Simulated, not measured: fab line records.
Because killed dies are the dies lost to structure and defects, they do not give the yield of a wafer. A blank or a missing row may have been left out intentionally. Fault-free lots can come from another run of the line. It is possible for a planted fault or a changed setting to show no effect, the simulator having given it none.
Code-filled problem report in 8D (eight disciplines) form    flow berkeley-cmos170    the parts of the form that need people (team, actions taken, sign-off) are left out

1. THE ISSUE
oes-product-au at UCB170_M1_ETCH_11 reads a mean of 1.381 a.u. on 6 wafers of 2 lots; wafers without a fault read 0.999 a.u. with a standard deviation of 0.024. That is +16 standard deviations from the usual mean.
The step: etches BARC in N2/H2.
First seen on wafer L985.3, day 11 08:08, on rie-diel-02. The record holds 42 wafers of 14 lots with a number at this step. Rule for "out" (also "out of limits"): further than 4 standard deviations from the usual mean. Any other wafer with a number is counted as sound.

2. WHAT IT IS; WHAT IT IS NOT
question                     is                      is not
which readings at this step  oes-product-au          drypump-motor-current-A, throttle-valve-pct
which lots                   L985, L986              L972, L973, L975, L976, L977, L980, L981, L988, L990, L991, L992, L993
which wafers of those lots   all that have a number  -
read on which tools          rie-diel-02             rie-diel-01, rie-diel-03
when                         from day 11 08:08       up to then (21 sound wafers); but 15 sound wafers of L988, L990, L991, L992, L993 came after

3. SUSPECTS, AND WHAT RULES EACH OUT
Counting: any tool at a process step up to the reading is kept as a suspect provided that every lot that is out went through it and no sound lot did after the first of them.
- rie-diel-02 at UCB170_M1_ETCH_11 (etches BARC in N2/H2): kept. It processed each lot that is out, first L985 at day 11 08:08, and no sound lot thereafter; up to then, the last sound lot it processed was L981 at day 10 06:02. Its own readings are out on those wafers: oes-product-au.
After counting, what remains is rie-diel-02 at UCB170_M1_ETCH_11.

4. THE CAUSE (what the simulator had put in)
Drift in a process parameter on rie-diel-02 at UCB170_M1_ETCH_11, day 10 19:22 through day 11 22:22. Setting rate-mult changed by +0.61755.
This tool alone remained once counting was done.

5. SEQUENCE OF EFFECTS, ordered by route
Each row: a reading where the mean over the struck wafers with a number is more than 3 standard deviations away from the usual. Readings are gone through only where the record gives a usual standard deviation; hours: the median, over the lots, of the time from a lot's start at the first step in this table giving one to that lot's start at this step; sigmas: the change measured in usual standard deviations.
hours  step               reading         usual       on struck wafers  change  sigmas
0      UCB170_M1_ETCH_11  oes-product-au  0.999 a.u.  1.381             +0.382  +16
It contains these process steps:
- UCB170_M1_ETCH_11: etches BARC in N2/H2.
Later steps that measure or inspect, where all struck wafers having a row at the step show a number for every such reading and not one has moved that far: UCB170_V1_THK_MEAS_04.

6. WHAT WOULD HAVE CAUGHT IT SOONER
In this record no reading fell out of limits until day 11 08:08, 13 hours after the fault had begun at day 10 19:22.
